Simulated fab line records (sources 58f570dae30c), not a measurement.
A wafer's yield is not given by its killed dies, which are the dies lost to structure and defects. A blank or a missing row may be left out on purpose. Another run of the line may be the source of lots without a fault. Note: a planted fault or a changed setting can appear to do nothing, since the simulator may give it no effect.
The tool behind it: which one?	flow berkeleyCmos170	42 wafers from 14 lots sampled at 3 of the route's 331 steps

== WHAT EACH GAUGE READ, for each wafer ==
UCB170_PLDD_CD_MEAS_06: the cd target is 1200 nm. Usual: 1200.5 nm for cdNm, sd 1.1.
lot	measured	on	cdNm (nm)	flag
L665	day 6 03:28	cdSem-02	1201.3 1200.0 1201.1	
L668	day 7 05:09	cdSem-01	1201.1 1201.5 1201.5	
L669	day 7 17:40	cdSem-01	1200.4 1200.1 1200.7	
L670	day 7 17:56	cdSem-01	1200.2 1197.5 1198.6	
L671	day 7 17:24	cdSem-02	1200.0 1201.0 1200.7	
L672	day 7 17:41	cdSem-02	1199.6 1200.2 1200.5	
L673	day 7 21:47	cdSem-02	1200.6 1199.2 1199.0	
L674	day 7 22:07	cdSem-01	1200.4 1199.8 1200.1	
L675	day 8 06:52	cdSem-02	1201.2 1200.0 1199.8	
L677	day 9 08:26	cdSem-01	1202.4 1200.7 1200.8	
L684	day 10 05:46	cdSem-01	1198.7 1200.2 1201.2	
L683	day 10 05:31	cdSem-01	1200.8 1200.8 1200.1	
L687	day 11 07:40	cdSem-01	1203.1 1202.4 1201.9	
L686	day 11 07:36	cdSem-02	1200.5 1199.8 1200.9	

UCB170_SILICIDE_RS_MEAS_02: uses a four-point probe to measure. Usual: SILICIDE_TI_RS 26.7 ohm/sq, standard deviation 0.46.
lot	measured	on	SILICIDE_TI_RS (ohm/sq)	flag
L665	day 6 16:34	filmMetro-04	26.8 26.8 27.0	
L668	day 7 16:59	filmMetro-01	27.5 27.1 27.0	
L669	day 8 07:50	filmMetro-02	27.1 27.2 26.9	
L670	day 8 08:05	filmMetro-02	26.4 25.9 26.1	
L671	day 8 07:36	filmMetro-02	26.9 26.5 26.5	
L672	day 8 07:35	filmMetro-04	26.9 26.9 26.3	
L673	day 8 12:55	filmMetro-02	26.8 26.6 26.6	
L674	day 8 12:46	filmMetro-04	27.0 26.5 27.2	
L675	day 8 20:38	filmMetro-04	27.2 27.4 27.0	
L677	day 9 21:57	filmMetro-01	26.7 27.1 27.5	
L684	day 10 20:20	filmMetro-02	27.3 27.0 27.1	
L683	day 10 19:25	filmMetro-02	26.8 27.2 26.9	
L687	day 11 20:17	filmMetro-01	26.6 26.3 26.5	
L686	day 11 20:22	filmMetro-04	26.9 27.2 27.1	

== EACH LOT AND THE TOOL THAT RAN IT (in order: tool; ch and the chambers of the sampled wafers; start) ==
lot	UCB170_ACTIVE_ETCH_15
L665	rieDiel-02 ch 0,1,2, day 4 09:56
L668	rieDiel-01 ch 0,1,2, day 5 06:30
L669	rieDiel-01 ch 2,3, day 5 15:47
L670	rieDiel-02 ch 0,3, day 5 16:04
L671	rieDiel-04 ch 0,3, day 5 18:59
L672	rieDiel-01 ch 0,3, day 5 19:13
L673	rieDiel-02 ch 1,3, day 6 00:10
L674	rieDiel-04 ch 0,1, day 6 00:26
L675	rieDiel-02 ch 1,2, day 6 06:27
L677	rieDiel-01 ch 0,1,3, day 7 06:46
L684	rieDiel-02 ch 0,1,3, day 7 23:53
L683	rieDiel-04 ch 0,2,3, day 8 00:00
L687	rieDiel-01 ch 0,2,3, day 9 02:02
L686	rieDiel-02 ch 0,1,3, day 9 06:52
- UCB170_ACTIVE_ETCH_15: etches Si3N4 in CH3F/Ar/O2, stops on SiO2, target depth 242 nm, time 151 s.

== AS READ BY THE TOOLS THEMSELVES (means over the sampled wafers that have a number; for cases with no such wafer, the mark the record gives instead) ==
UCB170_ACTIVE_ETCH_15. Usual: drypumpMotorCurrentA 5.7 A, standard deviation 0.49; oesProductAu 0.950 a.u., standard deviation 0.014; throttleValvePct 8.12 %, standard deviation 0.11.
lot	tool	drypumpMotorCurrentA (A)	oesProductAu (a.u.)	throttleValvePct (%)	flag
L665	rieDiel-02	5.8	0.954	8.04	
L668	rieDiel-01	6.1	0.960	8.16	
L669	rieDiel-01	6.0	0.952	8.19	
L670	rieDiel-02	5.6	0.951	8.10	
L671	rieDiel-04	5.8	0.946	8.03	
L672	rieDiel-01	6.0	0.956	8.09	
L673	rieDiel-02	5.1	0.946	8.01	
L674	rieDiel-04	5.5	0.955	8.20	
L675	rieDiel-02	5.9	0.954	8.11	
L677	rieDiel-01	6.2	0.960	8.11	
L684	rieDiel-02	5.3	0.939	8.05	
L683	rieDiel-04	5.6	0.944	8.11	
L687	rieDiel-01	6.0	0.956	8.14	
L686	rieDiel-02	5.3	0.953	8.05	

== THE ANSWER, worked out from the rows above alone ==
Rule: a lot counts as off when the mean over its wafers that have a number is more than 3 standard deviations away from the usual mean. Also off: a lot with no number at a reading for which 4 or more lots have one. Any other lot the step has rows for is counted as sound. The gauges are gone through in route order, then the tools' own readings, and for those a lot's mean is taken as printed above. At the first step where some lot is off, the reading lying furthest off is the one used; lots without a number count as furthest.
None of the lots is off at any reading shown; this tells nothing.

== WHAT THE SIMULATOR PUT IN ==
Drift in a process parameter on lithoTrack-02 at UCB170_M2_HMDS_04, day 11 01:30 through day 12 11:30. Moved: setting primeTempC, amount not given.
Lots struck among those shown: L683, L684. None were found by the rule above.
